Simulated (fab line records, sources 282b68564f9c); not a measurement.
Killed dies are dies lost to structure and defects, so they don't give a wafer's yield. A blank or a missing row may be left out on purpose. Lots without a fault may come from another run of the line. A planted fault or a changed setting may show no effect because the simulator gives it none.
fab line records | flow rit_cmos
record lots=14 wafers=42 last_day=7
route steps=202 shown M1@184
lots that met no fault: from a run of the same line without faults
start_h: hours from the record's first day to the start of the lot's first wafer shown | wait_h: hours since the lot's step before | " the same as in the row above | L1.1+2: a row that stands for several wafers | - no value, or no start given | * or withheld: withheld | < > ~ a bound
route shown NAME@n: a module of which the file shows steps, and the number in the route of the first | usual: mean/standard deviation of fault-free wafers | same: alike in all rows | chamber/n: place in a boat | sites: the reading at each site | _std_site: their standard deviation | _edge_site: outer sites' mean less inner sites' | radius_mm: how far each site lies from the wafer's centre | mask NAME#n: copy n | behind: the tool/chamber that last shaped the wafer | hold: why the lot was held/for how many hours/how that ended | device: the transistor (n, p or np) that didn't switch | end of line: the same wafers' tests at the end of the route | a step without rows: its recipe alone | killed: dies lost to structure and defects at the first sort, not the wafer's yield | map: a wafer's dies, x killed, . not, _ none there
set.NAME: the setting as run; set.NAME@STEP: as run at that earlier step | model.NAME: the simulator's own value behind a step, which no gauge read
steps of the route over a sample of lots; a table a step, a row a wafer
services: from which hour (start_h, from the record's first day; less than 0 if before it) a tool's chamber was out of use, for how many hours, and why
## steps
# step RIT_M1_SPUTTER_00
# recipe material=Al target_thk_nm=400 power_w=2000 chamber_pressure_pa=0.4 gas=Ar time_s=500 substrate_temp_c=25
# usual throttle_valve_pct=29.8/1
# columns lot.wafer tool chamber start_h wait_h throttle_valve_pct
L637.2 pvd_sputter-04 - 56.21 0.0 30.3
L637.3 " - " " 32.1
L637.6 " - " " 29.1
L638.2 pvd_sputter-03 - 64.11 0.0 29.1
L638.3 " - " " 30.2
L638.4 " - " " 29.6
L639.1 pvd_sputter-01 - 73.46 0.0 28.3
L639.2 " - " " 31.2
L639.3 " - " " 28.4
L641.2 pvd_sputter-04 - 74.74 0.0 30.7
L641.3 " - " " 30.5
L641.6 " - " " 30.3
L643.3 pvd_sputter-04 - 91.17 0.0 32.3
L643.4 " - " " 30.4
L643.6 " - " " 29.2
L644.2 pvd_sputter-03 - 94.90 0.0 29.6
L644.5 " - " " 29.8
L644.6 " - " " 29.4
L647.3 pvd_sputter-04 - 104.75 0.0 30.6
L647.4 " - " " 30.8
L647.6 " - " " 32.4
L650.3 pvd_sputter-04 - 120.96 0.0 32.2
L650.4 " - " " 30.7
L650.6 " - " " 30.6
L651.3 pvd_sputter-03 - 123.42 0.0 29.2
L651.5 " - " " 28.9
L651.6 " - " " 29.4
L653.1 pvd_sputter-03 - 133.02 0.0 29.5
L653.2 " - " " 29.2
L653.5 " - " " 29.4
L654.1 pvd_sputter-01 - 140.93 0.0 28.1
L654.4 " - " " 31.2
L654.6 " - " " 28.3
L658.4 pvd_sputter-01 - 158.78 0.0 29.5
L658.5 " - " " 29.5
L658.6 " - " " 28.7
L659.1 pvd_sputter-03 - 164.29 0.0 29.7
L659.3 " - " " 29.5
L659.6 " - " " 29.6
L660.2 pvd_sputter-01 - 167.97 0.0 28.5
L660.3 " - " " 29.5
L660.4 " - " " 31.4
# step RIT_M1_RS_MEAS_01
# recipe thk_meas_gauge=four-point-probe reads=Al_of_M1_SPUTTER_00
# usual M1_AL_RS=0.0733/0.00074
# columns lot.wafer tool chamber start_h wait_h M1_AL_RS[ohm/sq]
L637.2 film_metro-04 - 56.52 0.2 0.0740
L637.3 " - " " 0.0738
L637.6 " - " " 0.0742
L638.2 film_metro-04 - 64.43 0.2 0.0752
L638.3 " - " " 0.0743
L638.4 " - " " 0.0751
L639.1 film_metro-04 - 73.76 0.1 0.0737
L639.2 " - " " 0.0728
L639.3 " - " " 0.0727
L641.2 film_metro-03 - 75.08 0.2 0.0736
L641.3 " - " " 0.0731
L641.6 " - " " 0.0733
L643.3 film_metro-04 - 91.50 0.2 0.0724
L643.4 " - " " 0.0737
L643.6 " - " " 0.0730
L644.2 film_metro-03 - 95.21 0.2 0.0745
L644.5 " - " " 0.0740
L644.6 " - " " 0.0736
L647.3 film_metro-04 - 105.08 0.2 0.0652
L647.4 " - " " 0.0727
L647.6 " - " " 0.0727
L650.3 film_metro-04 - 121.29 0.2 0.0724
L650.4 " - " " 0.0728
L650.6 " - " " 0.0654
L651.3 film_metro-04 - 123.79 0.2 0.0714
L651.5 " - " " 0.0722
L651.6 " - " " 0.0717
L653.1 film_metro-04 - 133.32 0.1 0.0725
L653.2 " - " " 0.0732
L653.5 " - " " 0.0728
L654.1 film_metro-03 - 141.23 0.1 0.0744
L654.4 " - " " 0.0737
L654.6 " - " " 0.0744
L658.4 film_metro-02 - 159.14 0.2 0.0732
L658.5 " - " " 0.0737
L658.6 " - " " 0.0736
L659.1 film_metro-04 - 164.58 0.1 0.0733
L659.3 " - " " 0.0742
L659.6 " - " " 0.0742
L660.2 film_metro-03 - 168.28 0.2 0.0726
L660.3 " - " " 0.0727
L660.4 " - " " 0.0733
# step RIT_M1_THK_MEAS_02
# recipe thk_meas_gauge=xrf reads=Al_of_M1_SPUTTER_00
# usual M1_AL_THK=405/4.4
# columns lot.wafer tool chamber start_h wait_h M1_AL_THK[nm]
L637.2 film_metro-04 - 56.63 0.1 402
L637.3 " - " " 401
L637.6 " - " " 400
L638.2 film_metro-04 - 64.54 0.1 395
L638.3 " - " " 401
L638.4 " - " " 395
L639.1 film_metro-04 - 73.88 0.1 400
L639.2 " - " " 401
L639.3 " - " " 403
L641.2 film_metro-03 - 75.19 0.1 404
L641.3 " - " " 406
L641.6 " - " " 406
L643.3 film_metro-04 - 91.60 0.1 403
L643.4 " - " " 398
L643.6 " - " " 403
L644.2 film_metro-03 - 95.32 0.1 397
L644.5 " - " " 400
L644.6 " - " " 405
L647.3 film_metro-04 - 105.18 0.1 457
L647.4 " - " " 408
L647.6 " - " " 407
L650.3 film_metro-04 - 121.39 0.1 411
L650.4 " - " " 408
L650.6 " - " " 452
L651.3 film_metro-04 - 123.89 0.1 416
L651.5 " - " " 411
L651.6 " - " " 415
L653.1 film_metro-04 - 133.44 0.1 411
L653.2 " - " " 405
L653.5 " - " " 407
L654.1 film_metro-03 - 141.35 0.1 396
L654.4 " - " " 404
L654.6 " - " " 398
L658.4 film_metro-02 - 159.23 0.1 406
L658.5 " - " " 405
L658.6 " - " " 404
L659.1 film_metro-04 - 164.70 0.1 406
L659.3 " - " " 401
L659.6 " - " " 399
L660.2 film_metro-03 - 168.39 0.1 407
L660.3 " - " " 407
L660.4 " - " " 405
# step RIT_M1_METAL_ETCH_12
# recipe stop_on=SiO2 chemistry=Cl2/BCl3 target=Al time_s=165 over_etch_frac=0.5 pressure_mtorr=100 target_depth_a=6000 rf_w=250 Cl2_flow_sccm=60 bcl3_flow_sccm=50
# usual drypump_motor_current_A=5.6/0.56 oes_product_au=0.787/0.0094 throttle_valve_pct=8.33/0.14
# columns lot.wafer tool chamber start_h wait_h drypump_motor_current_A oes_product_au rf_hours_counter_h throttle_valve_pct
L637.2 rie_metal-01 1 58.46 0.2 5.5 0.764 36 8.38
L637.3 " 1 " " 5.5 0.763 - 8.37
L637.6 " 0 " " 6.4 0.780 - 8.45
L638.2 rie_metal-04 0 65.87 0.2 6.1 0.773 1 8.16
L638.3 " 0 " " 6.1 0.784 - 8.14
L638.4 " 1 " " 5.9 0.783 - 8.53
L639.1 rie_metal-01 1 75.39 0.2 5.5 0.765 36 8.37
L639.2 " 0 " " 6.4 0.783 39 8.46
L639.3 " 1 " " 5.5 0.788 - 8.36
L641.2 rie_metal-04 1 76.72 0.2 6.0 0.797 1 8.54
L641.3 " 1 " " 6.0 0.803 - 8.52
L641.6 " 0 " " 6.1 0.792 - 8.15
L643.3 rie_metal-01 1 93.32 0.2 5.5 0.781 - 8.37
L643.4 " 0 " " 6.4 0.778 - 8.44
L643.6 " 0 " " 6.4 0.790 - 8.47
L644.2 rie_metal-04 0 96.78 0.2 6.1 0.774 1 8.15
L644.5 " 0 " " 6.1 0.779 - 8.15
L644.6 " 1 " " 6.0 0.798 - 8.55
L647.3 rie_metal-04 1 106.56 0.2 6.0 0.853 - 8.52
L647.4 " 0 " " 6.1 0.776 - 8.16
L647.6 " 0 " " 6.1 0.787 - 8.17
L650.3 rie_metal-04 1 123.02 0.2 6.0 0.806 - 8.54
L650.4 " 0 " " 6.1 0.785 - 8.15
L650.6 " 1 " " 5.9 0.852 - 8.53
L651.3 rie_metal-02 0 125.27 0.2 4.8 0.811 - 8.27
L651.5 " 1 " " 5.0 0.792 - 8.19
L651.6 " 0 " " 4.8 0.807 - 8.27
L653.1 rie_metal-04 0 134.78 0.2 6.1 0.794 1 8.14
L653.2 " 1 " " 6.0 0.791 1 8.53
L653.5 " 0 " " 6.1 0.785 - 8.18
L654.1 rie_metal-02 1 142.97 0.2 5.0 0.784 5 8.20
L654.4 " 0 " " 4.9 0.794 - 8.27
L654.6 " 0 " " 4.9 0.790 - 8.28
L658.4 rie_metal-01 0 160.60 0.1 6.4 0.793 - 8.45
L658.5 " 0 " " 6.4 0.784 - 8.45
L658.6 " 1 " " 5.5 0.790 - 8.38
L659.1 rie_metal-02 0 166.08 0.2 4.8 0.791 5 8.28
L659.3 " 0 " " 4.9 0.793 - 8.25
L659.6 " 1 " " 5.0 0.774 - 8.17
L660.2 rie_metal-01 1 169.85 0.2 5.5 0.792 0 8.39
L660.3 " 0 " " 6.4 0.798 - 8.45
L660.4 " 1 " " 5.5 0.786 - 8.41
# step RIT_M1_PROBE_99
# usual defect_limited_yield=97.5/1.2 killed_at_contacts=0.1/0.29 killed_at_front_end=6/3 killed_dies=7/3.1 killed_open=3.2/1.9 killed_short=3.3/1.9 sort_bin_3_pad_short=0.1/0.18 sort_bin_5_function=1.5/0.88 sort_bin_6_memory=0.9/0.62 sort_n_pass=257/3.1 sort_yield_pct=97.5/1.2
# same gross_dies=264 killed_at_M0_to_M3=0 killed_at_M4_up=0 killed_at_back_side=0 killed_at_other=0
# columns lot.wafer tool chamber start_h wait_h defect_limited_yield[%] killed_at_contacts killed_at_front_end killed_dies killed_open killed_short sort_bin_3_pad_short[%] sort_bin_5_function[%] sort_bin_6_memory[%] sort_n_pass sort_yield_pct[%]
L637.2 prober-01 - 60.99 0.1 97.7 1 5 6 3 3 0 2.3 0 258 97.7
L637.3 prober-01 - 61.04 0.2 98.9 0 3 3 2 1 0 0.4 0.8 261 98.9
L637.6 prober-01 - 61.19 0.2 97.7 0 6 6 3 3 0 1.5 0.8 258 97.7
L638.2 prober-02 - 68.89 0.1 94.7 0 14 14 7 7 0 4.5 0.8 250 94.7
L638.3 prober-02 - 68.94 0.2 93.2 0 18 18 10 8 0.4 4.9 1.5 246 93.2
L638.4 prober-02 - 68.99 0.2 94.3 0 15 15 6 9 0 3.0 2.7 249 94.3
L639.1 prober-02 - 78.85 0.1 97.0 0 8 8 0 8 0 1.5 1.5 256 97.0
L639.2 prober-02 - 78.90 0.1 97.7 0 6 6 4 2 0 0.8 1.5 258 97.7
L639.3 prober-02 - 78.95 0.2 98.1 0 5 5 4 1 0 1.1 0.8 259 98.1
L641.2 prober-01 - 80.40 0.1 99.2 0 2 2 2 0 0 0.8 0 262 99.2
L641.3 prober-01 - 80.45 0.2 97.3 0 7 7 5 2 0 2.3 0.4 257 97.3
L641.6 prober-01 - 80.60 0.2 96.2 1 9 10 6 4 0 2.7 1.1 254 96.2
L643.3 prober-01 - 95.63 0.2 97.7 0 6 6 1 5 0 0.8 1.5 258 97.7
L643.4 prober-01 - 95.68 0.2 98.1 0 5 5 2 3 0 1.1 0.8 259 98.1
L643.6 prober-01 - 95.78 0.2 96.6 0 9 9 5 4 0 2.3 1.1 255 96.6
L644.2 prober-01 - 100.10 0.1 96.2 0 10 10 6 4 0 2.7 1.1 254 96.2
L644.5 prober-01 - 100.25 0.2 98.5 0 4 4 1 3 0.4 0 1.1 260 98.5
L644.6 prober-01 - 100.30 0.2 95.8 0 11 11 7 4 0 1.5 2.7 253 95.8
L647.3 prober-02 - 108.86 0.2 99.2 0 2 2 2 0 0 0.8 0 262 99.2
L647.4 prober-02 - 108.91 0.2 97.3 0 7 7 3 4 0 2.3 0.4 257 97.3
L647.6 prober-02 - 109.01 0.2 98.1 0 5 5 2 3 0 0.8 1.1 259 98.1
L650.3 prober-01 - 125.76 0.2 96.2 0 10 10 4 6 0 2.3 1.5 254 96.2
L650.4 prober-01 - 125.81 0.2 95.5 2 10 12 4 7 0 3.0 1.5 252 95.5
L650.6 prober-01 - 125.91 0.2 99.6 0 1 1 0 1 0 0 0.4 263 99.6
L651.3 prober-02 - 127.57 0.2 98.9 0 3 3 1 2 0.4 0.8 0 261 98.9
L651.5 prober-02 - 127.67 0.2 98.1 0 5 5 4 1 0 1.9 0 259 98.1
L651.6 prober-02 - 127.72 0.2 99.2 0 2 2 2 0 0 0 0.8 262 99.2
L653.1 prober-02 - 137.21 0.1 98.9 0 3 3 2 1 0 0.4 0.8 261 98.9
L653.2 prober-02 - 137.26 0.1 98.1 0 5 5 3 2 0 1.5 0.4 259 98.1
L653.5 prober-02 - 137.41 0.2 98.5 0 4 4 3 1 0 1.1 0.4 260 98.5
L654.1 prober-01 - 145.22 0.1 97.7 0 6 6 4 2 0.4 1.1 0.8 258 97.7
L654.4 prober-01 - 145.37 0.2 97.7 0 6 6 1 5 0 0.8 1.5 258 97.7
L654.6 prober-01 - 145.47 0.2 99.2 0 2 2 0 2 0 0 0.8 262 99.2
L658.4 prober-01 - 162.98 0.2 96.6 0 9 9 3 6 0 1.9 1.5 255 96.6
L658.5 prober-01 - 163.03 0.2 98.9 1 2 3 3 0 0 0.4 0.8 261 98.9
L658.6 prober-01 - 163.08 0.2 97.3 0 7 7 4 3 0 1.1 1.5 257 97.3
L659.1 prober-01 - 168.67 0.1 98.5 0 4 4 1 3 0 1.1 0.4 260 98.5
L659.3 prober-01 - 168.77 0.2 99.6 0 1 1 1 0 0 0.4 0 263 99.6
L659.6 prober-01 - 168.92 0.2 100.0 0 0 0 0 0 0 0 0 264 100.0
L660.2 prober-02 - 172.17 0.1 97.7 0 6 6 3 3 0 1.9 0.4 258 97.7
L660.3 prober-02 - 172.22 0.2 96.6 0 9 9 3 6 0.8 0.8 1.9 255 96.6
L660.4 prober-02 - 172.27 0.2 98.9 0 3 3 2 1 0 0.4 0.8 261 98.9
# killed by level:class
L637.2 GATE:geometric_particle:short=2 GATE:geometric_particle:open=2 SPACER:geometric_particle:open=1 CONTACT:geometric_particle:short=1
L637.3 SPACER:geometric_particle:open=2 GATE:geometric_particle:short=1
L637.6 GATE:geometric_particle:open=3 FOX2:geometric_particle:short=1 GATE:geometric_particle:short=1 SPACER:geometric_particle:short=1
L638.2 SPACER:geometric_particle:short=4 FOX1:geometric_particle:open=2 FOX1:geometric_particle:short=2 GATE:geometric_particle:open=2 SPACER:geometric_particle:open=2 GATE:geometric_particle:short=1 SILICIDE:geometric_particle:open=1
L638.3 SPACER:geometric_particle:short=4 SPACER:geometric_particle:open=4 GATE:geometric_particle:open=3 FOX1:geometric_particle:open=2 FOX2:geometric_particle:short=2 GATE:geometric_particle:short=2 FOX2:geometric_particle:open=1
L638.4 GATE:geometric_particle:short=6 GATE:geometric_particle:open=4 SPACER:geometric_particle:short=3 FOX2:geometric_particle:open=1 SPACER:geometric_particle:open=1
L639.1 GATE:geometric_particle:short=3 SILICIDE:geometric_particle:short=3 FOX1:geometric_particle:short=1 REOX:geometric_particle:short=1
L639.2 REOX:geometric_particle:short=2 REOX:geometric_particle:open=2 FOX1:geometric_particle:open=1 SPACER:geometric_particle:open=1
L639.3 FOX2:geometric_particle:open=1 GATE:geometric_particle:open=1 REOX:geometric_particle:open=1 SILICIDE:geometric_particle:short=1 SILICIDE:geometric_particle:open=1
L641.2 GATE:geometric_particle:open=1 SPACER:geometric_particle:open=1
L641.3 FOX1:geometric_particle:short=2 FOX1:geometric_particle:open=2 FOX2:geometric_particle:open=2 GATE:geometric_particle:open=1
L641.6 FOX2:geometric_particle:open=2 REOX:geometric_particle:short=2 FOX1:geometric_particle:short=1 FOX1:geometric_particle:open=1 FOX2:geometric_particle:short=1 SPACER:geometric_particle:open=1 SILICIDE:geometric_particle:open=1 CONTACT:geometric_particle:open=1
L643.3 GATE:geometric_particle:short=3 REOX:geometric_particle:open=1 REOX:geometric_particle:short=1 SILICIDE:geometric_particle:short=1
L643.4 FOX2:geometric_particle:open=1 FOX2:geometric_particle:short=1 GATE:geometric_particle:open=1 GATE:geometric_particle:short=1 SPACER:geometric_particle:short=1
L643.6 FOX2:geometric_particle:open=2 GATE:geometric_particle:open=2 GATE:geometric_particle:short=2 FOX1:geometric_particle:short=1 FOX1:geometric_particle:open=1 REOX:geometric_particle:short=1
L644.2 GATE:geometric_particle:open=3 REOX:geometric_particle:short=2 FOX1:geometric_particle:open=1 FOX1:geometric_particle:short=1 REOX:geometric_particle:open=1 SILICIDE:geometric_particle:short=1 SILICIDE:geometric_particle:open=1
L644.5 GATE:geometric_particle:short=2 SILICIDE:geometric_particle:open=1 SILICIDE:geometric_particle:short=1
L644.6 GATE:geometric_particle:open=3 REOX:geometric_particle:open=2 SPACER:geometric_particle:short=2 REOX:geometric_particle:short=1 SPACER:geometric_particle:open=1 SILICIDE:geometric_particle:open=1 SILICIDE:geometric_particle:short=1
L647.3 SPACER:geometric_particle:open=2
L647.4 FOX1:geometric_particle:open=2 SPACER:geometric_particle:short=2 FOX1:geometric_particle:short=1 FOX2:geometric_particle:short=1 GATE:geometric_particle:open=1
L647.6 GATE:geometric_particle:open=1 REOX:geometric_particle:open=1 REOX:geometric_particle:short=1 SPACER:geometric_particle:short=1 SILICIDE:geometric_particle:short=1
L650.3 FOX1:geometric_particle:short=2 FOX1:geometric_particle:open=2 GATE:geometric_particle:short=2 FOX2:geometric_particle:open=1 SPACER:geometric_particle:open=1 SPACER:geometric_particle:short=1 SILICIDE:geometric_particle:short=1
L650.4 FOX2:geometric_particle:short=2 FOX2:geometric_particle:open=2 REOX:geometric_particle:short=2 FOX1:geometric_particle:short=1 GATE:geometric_particle:short=1 GATE:geometric_particle:open=1 REOX:geometric_particle:open=1 CONTACT:geometric_particle:short=1
L650.6 REOX:geometric_particle:short=1
L651.3 FOX1:geometric_particle:short=1 GATE:geometric_particle:open=1 SILICIDE:geometric_particle:short=1
L651.5 GATE:geometric_particle:open=3 FOX1:geometric_particle:open=1 SPACER:geometric_particle:short=1
L651.6 FOX1:geometric_particle:open=1 GATE:geometric_particle:open=1
L653.1 FOX1:geometric_particle:short=1 GATE:geometric_particle:open=1 SILICIDE:geometric_particle:open=1
L653.2 FOX1:geometric_particle:open=2 FOX1:geometric_particle:short=1 GATE:geometric_particle:short=1 SPACER:geometric_particle:open=1
L653.5 FOX1:geometric_particle:open=1 GATE:geometric_particle:open=1 SILICIDE:geometric_particle:short=1 SILICIDE:geometric_particle:open=1
L654.1 FOX1:geometric_particle:short=1 FOX1:geometric_particle:open=1 GATE:geometric_particle:open=1 REOX:geometric_particle:open=1 REOX:geometric_particle:short=1 SPACER:geometric_particle:open=1
L654.4 GATE:geometric_particle:short=3 REOX:geometric_particle:short=2 FOX1:geometric_particle:open=1
L654.6 FOX1:geometric_particle:short=1 SILICIDE:geometric_particle:short=1
L658.4 REOX:geometric_particle:short=3 SILICIDE:geometric_particle:open=3 FOX2:geometric_particle:short=1 GATE:geometric_particle:short=1 SILICIDE:geometric_particle:short=1
L658.5 REOX:geometric_particle:open=2 CONTACT:geometric_particle:open=1
L658.6 GATE:geometric_particle:open=3 GATE:geometric_particle:short=2 REOX:geometric_particle:open=1 SPACER:geometric_particle:short=1
L659.1 GATE:geometric_particle:short=1 SPACER:geometric_particle:short=1 SILICIDE:geometric_particle:open=1 SILICIDE:geometric_particle:short=1
L659.3 SPACER:geometric_particle:open=1
L660.2 REOX:geometric_particle:open=2 FOX1:geometric_particle:short=1 GATE:geometric_particle:open=1 GATE:geometric_particle:short=1 REOX:geometric_particle:short=1
L660.3 GATE:geometric_particle:short=4 SPACER:geometric_particle:open=2 GATE:geometric_particle:open=1 SPACER:geometric_particle:short=1 SILICIDE:geometric_particle:short=1
L660.4 FOX2:geometric_particle:open=1 REOX:geometric_particle:open=1 SPACER:geometric_particle:short=1
## services
# columns tool chamber start_h hours kind
rie_metal-01 - 36.06 0.9 repair
pvd_sputter-03 - 50.02 11.7 repair
rie_metal-01 1 77.42 7.4 repair
pvd_sputter-01 - 104.00 3.0 repair
pvd_sputter-04 - 114.42 0.7 repair
pvd_sputter-01 - 114.94 0.8 repair
pvd_sputter-03 - 118.30 0.5 repair
rie_metal-01 - 136.12 20.0 pm
rie_metal-01 0 136.12 20.0 vent_cycle
rie_metal-01 1 136.12 20.0 vent_cycle
pvd_sputter-01 - 136.50 3.9 repair
rie_metal-01 0 156.12 - clean
rie_metal-01 1 156.12 - clean
rie_metal-04 - 169.48 2.8 pm
## key
first_sign step=RIT_M1_RS_MEAS_01 reading=M1_AL_RS direction=down sigmas=11 usual=0.0733 struck=0.0653
effect step=RIT_M1_THK_MEAS_02 reading=M1_AL_THK direction=up sigmas=11 usual=405 struck=454
effect step=RIT_M1_METAL_ETCH_12 reading=oes_product_au direction=up sigmas=7 usual=0.787 struck=0.853
met_at RIT_M1_SPUTTER_00
struck_lots L647,L650
struck_wafers L647.3,L650.6
onset_between 74.74 104.75
fault kind=process_parameter_drift tool=pvd_sputter-04 chamber=- onset_h=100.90 steps=RIT_M1_SPUTTER_00 channel=target_thk_nm offset=48 shape=step end_h=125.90 acts_in=these_recipes_only stated=400 scope=struck_wafers_only
